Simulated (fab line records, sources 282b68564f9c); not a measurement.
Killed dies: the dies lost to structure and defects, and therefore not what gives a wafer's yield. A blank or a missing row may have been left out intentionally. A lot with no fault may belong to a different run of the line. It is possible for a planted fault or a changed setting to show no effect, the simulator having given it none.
fab line records	flow rit_cmos
[record] lots = 14	wafers = 42	last_day = 7
route steps=202 shown ACTIVE@15 NRETRO@61 PLDD@120 CONTACT@169 M1@202
lots that met no fault: taken from a fault-free run of the same line
start_h: hours from the record's first day to the start of the lot's first wafer shown	wait_h: how many hours have passed since the lot's step before this one	" as in the row above	L1.1+2: a row that stands for several wafers	- no value, or no start was given	* or withheld: withheld	< > ~ a bound
route shown NAME@n: names a module that has steps shown in the file, with the first one's number in the route	usual: mean/standard deviation of fault-free wafers	same: alike in all rows	chamber/n: place in a boat	sites: readings site by site	_std_site: standard deviation of those values	_edge_site: inner sites' mean taken away from outer sites' mean	radius_mm: for every site, how far away it sits from the centre of the wafer	mask NAME#n: copy n	behind: tool/chamber where the wafer was last shaped	hold: why the lot was held/for how many hours/how that ended	device: the transistor (n, p or np) that didn't switch	end of line: at the end of the route, the tests of the same wafers	for a step that has no rows: nothing shown but its recipe	killed: dies lost to structure and defects at the first sort, not the wafer's yield	map: shows each die of a wafer: x if killed, . if not, _ if none is there
set.NAME: the setting as run; set.NAME@STEP: as run at that earlier step	model.NAME: the simulator's own value behind a step, which no gauge read
the route's steps for a sample of lots (tables are steps, rows are wafers)
services: when a tool's chamber went out of use (start_h, in hours from the record's first day, below 0 if earlier), for how many hours, and the reason
[[steps]]
[step RIT_ACTIVE_STRIP_14]
[recipe] chemistry = O2	time_s = 180	resist = NOVOLAK	platen_temp_c = withheld	power_w = 500	pressure_mtorr = 4000	o2_flow_sccm = 4000
[usual] drypump_motor_current_A = 5.7/0.44	o2_flow_sccm = 4000/11	rf_refl_power_W = 6.3/1.2
[same] time_s = 180
lot.wafer	tool	chamber	start_h	wait_h	drypump_motor_current_A	o2_flow_sccm	rf_hours_counter_h	rf_refl_power_W
L868.1	plasma_asher-02	1	16.46	0.1	5.5	4004	36	5.4
L868.4	"	0	"	"	6.4	4013	-	7.4
L868.5	"	0	"	"	6.4	4015	-	7.3
L869.1	plasma_asher-02	1	19.84	0.1	5.5	4001	36	5.5
L869.3	"	0	"	"	6.4	3998	-	7.5
L869.6	"	0	"	"	6.4	3999	-	6.8
L871.2	plasma_asher-03	0	30.15	0.1	5.5	4001	39	4.9
L871.3	"	1	"	"	5.3	3991	-	8.3
L871.5	"	1	"	"	5.3	3996	-	8.4
L872.1	plasma_asher-04	0	35.76	0.1	5.3	4007	24	4.8
L872.5	"	1	"	"	5.7	4011	-	5.6
L872.6	"	0	"	"	5.3	4010	-	4.8
L873.1	plasma_asher-03	1	40.75	0.1	5.3	3996	40	8.3
L873.4	"	1	"	"	5.3	4000	-	8.4
L873.5	"	0	"	"	5.5	3994	-	5.4
L874.1	plasma_asher-02	0	46.46	0.1	6.4	4004	39	7.4
L874.3	"	1	"	"	5.4	4016	-	5.4
L874.6	"	1	"	"	5.4	4008	-	5.7
L875.1	plasma_asher-02	1	51.69	0.1	5.5	3972	40	5.5
L875.5	"	1	"	"	5.5	4012	-	5.8
L875.6	"	0	"	"	6.4	4021	-	7.3
L876.2	plasma_asher-02	1	55.36	0.1	5.4	4004	40	5.7
L876.4	"	0	"	"	6.4	3994	-	6.3
L876.5	"	1	"	"	5.4	3997	-	5.2
L878.2	plasma_asher-03	1	65.24	0.1	5.3	3983	43	8.3
L878.3	"	1	"	"	5.3	3994	-	8.6
L878.4	"	0	"	"	5.5	4009	-	4.9
L882.1	plasma_asher-02	0	85.58	0.1	6.4	4007	43	7.2
L882.5	"	1	"	"	5.4	4000	-	5.6
L882.6	"	0	"	"	6.4	4028	-	7.2
L885.3	plasma_asher-03	1	100.99	0.1	5.3	4026	-	8.2
L885.5	"	0	"	"	5.6	4002	-	4.9
L885.6	"	1	"	"	5.3	4002	-	8.3
L886.2	plasma_asher-03	1	107.87	0.1	5.3	3992	47	8.3
L886.3	"	0	"	"	5.6	3993	-	5.0
L886.5	"	0	"	"	5.5	3979	-	5.0
L887.3	plasma_asher-03	1	110.83	0.1	5.4	3991	-	8.1
L887.4	"	0	"	"	5.6	3999	-	5.0
L887.6	"	1	"	"	5.3	4002	-	8.1
L891.4	plasma_asher-02	1	130.61	0.1	5.4	4004	-	5.4
L891.5	"	1	"	"	5.4	4008	-	5.3
L891.6	"	0	"	"	6.4	4001	-	7.1
[step RIT_NRETRO_IMPLANT_08]
[recipe] species = P	energy_kev = 70	dose_cm2 = 1e+13	tilt_deg = 7
[usual] tilt_deg = 6.996/0.019
lot.wafer	tool	chamber	start_h	wait_h	tilt_deg
L868.1	implanter-02	0	31.40	0.2	7.030
L868.4	"	0	"	"	6.992
L868.5	"	0	"	"	7.023
L869.1	implanter-02	0	35.41	0.2	7.019
L869.3	"	0	"	"	6.985
L869.6	"	0	"	"	7.006
L871.2	implanter-03	0	46.20	0.2	7.015
L871.3	"	0	"	"	6.992
L871.5	"	0	"	"	7.035
L872.1	implanter-02	0	50.97	0.2	6.983
L872.5	"	0	"	"	7.009
L872.6	"	0	"	"	7.023
L873.1	implanter-03	0	56.26	0.2	6.996
L873.4	"	0	"	"	6.982
L873.5	"	0	"	"	6.988
L874.1	implanter-02	0	61.20	0.2	6.991
L874.3	"	0	"	"	6.982
L874.6	"	0	"	"	6.968
L875.1	implanter-03	0	66.41	0.2	7.718
L875.5	"	0	"	"	7.682
L875.6	"	0	"	"	7.698
L876.2	implanter-03	0	71.65	0.2	7.721
L876.4	"	0	"	"	7.721
L876.5	"	0	"	"	7.712
L878.2	implanter-01	0	85.94	0.2	6.985
L878.3	"	0	"	"	6.972
L878.4	"	0	"	"	7.016
L882.1	implanter-02	0	102.78	0.2	6.988
L882.5	"	0	"	"	6.977
L882.6	"	0	"	"	6.984
L885.3	implanter-01	0	117.39	0.2	6.991
L885.5	"	0	"	"	6.968
L885.6	"	0	"	"	6.981
L886.2	implanter-01	0	123.70	0.2	6.988
L886.3	"	0	"	"	7.000
L886.5	"	0	"	"	6.976
L887.3	implanter-02	0	126.02	0.2	7.010
L887.4	"	0	"	"	6.986
L887.6	"	0	"	"	7.032
L891.4	implanter-03	0	145.17	0.2	6.996
L891.5	"	0	"	"	6.994
L891.6	"	0	"	"	6.982
[step RIT_PLDD_OVL_MEAS_06]
[usual] PLDD_OVL = 0.0/1.2
lot.wafer	tool	chamber	start_h	wait_h	PLDD_OVL[nm]
L868.1	overlay-01	-	48.03	-	0.3
L868.4	"	-	"	"	1.8
L868.5	"	-	"	"	0.9
L869.1	overlay-02	-	48.29	-	-0.9
L869.3	"	-	"	"	-1.2
L869.6	"	-	"	"	-1.4
L871.2	overlay-02	-	59.66	-	0.2
L871.3	"	-	"	"	-0.6
L871.5	"	-	"	"	0.3
L872.1	overlay-01	-	64.68	-	0.7
L872.5	"	-	"	"	0.3
L872.6	"	-	"	"	0.0
L873.1	overlay-01	-	71.29	-	0.1
L873.4	"	-	"	"	-1.1
L873.5	"	-	"	"	-2.4
L874.1	overlay-02	-	76.02	-	-0.2
L874.3	"	-	"	"	-1.8
L874.6	"	-	"	"	-0.2
L875.1	overlay-02	-	83.32	-	-0.5
L875.5	"	-	"	"	0.0
L875.6	"	-	"	"	-0.9
L876.2	overlay-02	-	87.02	-	0.8
L876.4	"	-	"	"	0.6
L876.5	"	-	"	"	1.6
L878.2	overlay-02	-	101.04	-	1.8
L878.3	"	-	"	"	2.6
L878.4	"	-	"	"	2.7
L882.1	overlay-02	-	119.61	-	0.3
L882.5	"	-	"	"	1.1
L882.6	"	-	"	"	0.3
L885.3	overlay-02	-	134.18	-	0.2
L885.5	"	-	"	"	-0.3
L885.6	"	-	"	"	1.2
L886.2	overlay-01	-	137.53	-	0.2
L886.3	"	-	"	"	0.2
L886.5	"	-	"	"	-0.1
L887.3	overlay-01	-	140.18	-	-2.4
L887.4	"	-	"	"	-3.6
L887.6	"	-	"	"	-3.3
L891.4	overlay-02	-	161.14	-	0.5
L891.5	"	-	"	"	0.5
L891.6	"	-	"	"	1.5
[step RIT_CONTACT_THK_MEAS_01]
[recipe] reads = SiO2_of_CONTACT_CVD_00
[usual] CONTACT_TEOS_THK = 399/5
lot.wafer	tool	chamber	start_h	wait_h	CONTACT_TEOS_THK[nm]
L868.1	film_metro-04	-	55.56	0.0	393
L868.4	"	-	"	"	400
L868.5	"	-	"	"	401
L869.1	film_metro-03	-	57.99	0.0	401
L869.3	"	-	"	"	399
L869.6	"	-	"	"	394
L871.2	film_metro-04	-	67.26	0.0	397
L871.3	"	-	"	"	392
L871.5	"	-	"	"	403
L872.1	film_metro-03	-	73.14	0.0	389
L872.5	"	-	"	"	396
L872.6	"	-	"	"	395
L873.1	film_metro-04	-	79.79	0.0	400
L873.4	"	-	"	"	407
L873.5	"	-	"	"	401
L874.1	film_metro-02	-	83.72	0.0	399
L874.3	"	-	"	"	401
L874.6	"	-	"	"	406
L875.1	film_metro-04	-	90.97	0.0	390
L875.5	"	-	"	"	400
L875.6	"	-	"	"	394
L876.2	film_metro-03	-	94.73	0.0	393
L876.4	"	-	"	"	398
L876.5	"	-	"	"	399
L878.2	film_metro-04	-	108.57	0.0	395
L878.3	"	-	"	"	391
L878.4	"	-	"	"	401
L882.1	film_metro-02	-	128.14	0.0	391
L882.5	"	-	"	"	399
L882.6	"	-	"	"	398
L885.3	film_metro-04	-	141.69	0.0	394
L885.5	"	-	"	"	404
L885.6	"	-	"	"	410
L886.2	film_metro-03	-	145.89	0.0	402
L886.3	"	-	"	"	395
L886.5	"	-	"	"	402
L887.3	film_metro-02	-	147.84	0.0	395
L887.4	"	-	"	"	402
L887.6	"	-	"	"	402
L891.4	film_metro-02	-	168.79	0.0	406
L891.5	"	-	"	"	401
L891.6	"	-	"	"	398
[step RIT_M1_PROBE_99]
[usual] killed_at_contacts = 0.1/0.34	killed_at_front_end = 6.6/2.7	killed_dies = 6.7/2.7	killed_open = 3.5/1.9	killed_short = 3.1/1.8
[same] gross_dies = 264	killed_at_M0_to_M3 = 0	killed_at_M4_up = 0	killed_at_back_side = 0	killed_at_other = 0
lot.wafer	tool	chamber	start_h	wait_h	killed_at_contacts	killed_at_front_end	killed_dies	killed_open	killed_short
L875.1	prober-02	-	97.29	0.1	0	10	10	5	5
L875.5	prober-02	-	97.49	0.2	0	8	8	6	2
L875.6	prober-02	-	97.54	0.2	0	2	2	1	1
L876.2	prober-01	-	101.57	0.1	0	6	6	4	2
L876.4	prober-01	-	101.67	0.2	0	3	3	1	2
L876.5	prober-01	-	101.72	0.2	0	10	10	7	3
L882.1	prober-02	-	135.74	0.1	0	5	5	5	0
L882.5	prober-02	-	135.94	0.2	0	6	6	5	1
L882.6	prober-02	-	135.99	0.2	0	5	5	1	4
L887.3	prober-02	-	154.12	0.2	1	7	8	6	2
L887.4	prober-02	-	154.17	0.2	0	7	7	5	2
L887.6	prober-02	-	154.27	0.2	2	8	10	6	4
L891.4	prober-02	-	175.22	0.2	0	4	4	3	1
L891.5	prober-02	-	175.27	0.2	0	0	0	0	0
L891.6	prober-02	-	175.32	0.2	0	10	10	5	5
// killed by level:class
L875.1 FOX1:geometric_particle:short=4 FOX1:geometric_particle:open=3 GATE:geometric_particle:open=2 GATE:geometric_particle:short=1
L875.5 GATE:geometric_particle:open=3 FOX1:geometric_particle:open=2 FOX1:geometric_particle:short=1 FOX2:geometric_particle:short=1 SPACER:geometric_particle:open=1
L875.6 GATE:geometric_particle:open=1 SILICIDE:geometric_particle:short=1
L876.2 GATE:geometric_particle:open=2 REOX:geometric_particle:open=2 REOX:geometric_particle:short=1 SILICIDE:geometric_particle:short=1
L876.4 FOX2:geometric_particle:short=1 GATE:geometric_particle:open=1 GATE:geometric_particle:short=1
L876.5 GATE:geometric_particle:open=4 GATE:geometric_particle:short=3 SPACER:geometric_particle:open=2 REOX:geometric_particle:open=1
L882.1 GATE:geometric_particle:open=3 FOX1:geometric_particle:open=1 SILICIDE:geometric_particle:open=1
L882.5 REOX:geometric_particle:open=3 SPACER:geometric_particle:open=1 SILICIDE:geometric_particle:short=1 SILICIDE:geometric_particle:open=1
L882.6 GATE:geometric_particle:short=2 FOX1:geometric_particle:short=1 GATE:geometric_particle:open=1 REOX:geometric_particle:short=1
L887.3 GATE:geometric_particle:open=2 FOX2:geometric_particle:short=1 REOX:geometric_particle:open=1 SPACER:geometric_particle:open=1 SPACER:geometric_particle:short=1 SILICIDE:geometric_particle:open=1 CONTACT:geometric_particle:open=1
L887.4 FOX1:geometric_particle:open=2 FOX1:geometric_particle:short=2 SPACER:geometric_particle:open=2 GATE:geometric_particle:open=1
L887.6 GATE:geometric_particle:open=3 GATE:geometric_particle:short=3 FOX1:geometric_particle:open=1 SILICIDE:geometric_particle:open=1 CONTACT:geometric_particle:open=1 CONTACT:geometric_particle:short=1
L891.4 GATE:geometric_particle:open=2 FOX2:geometric_particle:open=1 GATE:geometric_particle:short=1
L891.5
L891.6 GATE:geometric_particle:short=4 GATE:geometric_particle:open=3 FOX1:geometric_particle:open=1 SPACER:geometric_particle:short=1 SILICIDE:geometric_particle:open=1
[[services]]
tool	chamber	start_h	hours	kind
plasma_asher-04	-	5.95	1.3	repair
implanter-01	-	50.78	1.3	repair
implanter-03	-	67.72	1.5	repair
implanter-03	-	88.98	2.4	repair
[[key]]
[first_sign] step = RIT_NRETRO_IMPLANT_08	reading = tilt_deg	direction = up	sigmas = 38	usual = 6.996	struck = 7.709
effect none on later readings
met_at RIT_NRETRO_IMPLANT_08
struck_lots L875,L876
tester_left_out L875,L876
not_acting_at RIT_ACTIVE_STRIP_14,RIT_PLDD_OVL_MEAS_06,RIT_CONTACT_THK_MEAS_01
onset_between 56.26 66.41
[fault] kind = process_parameter_drift	tool = implanter-03	chamber = -	onset_h = 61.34	steps = RIT_NRETRO_IMPLANT_08	channel = tilt_deg	offset = 0.71278	shape = step	end_h = 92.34	acts_in = these_recipes_only	stated = 7
// tester_left_out: of these lots the tester's yield and bins aren't shown, on N5 and GAA mostly nor the transistor test; their killed dies are dies lost to structure and defects alone, not to doping, threshold or leakage, so they don't give the yield
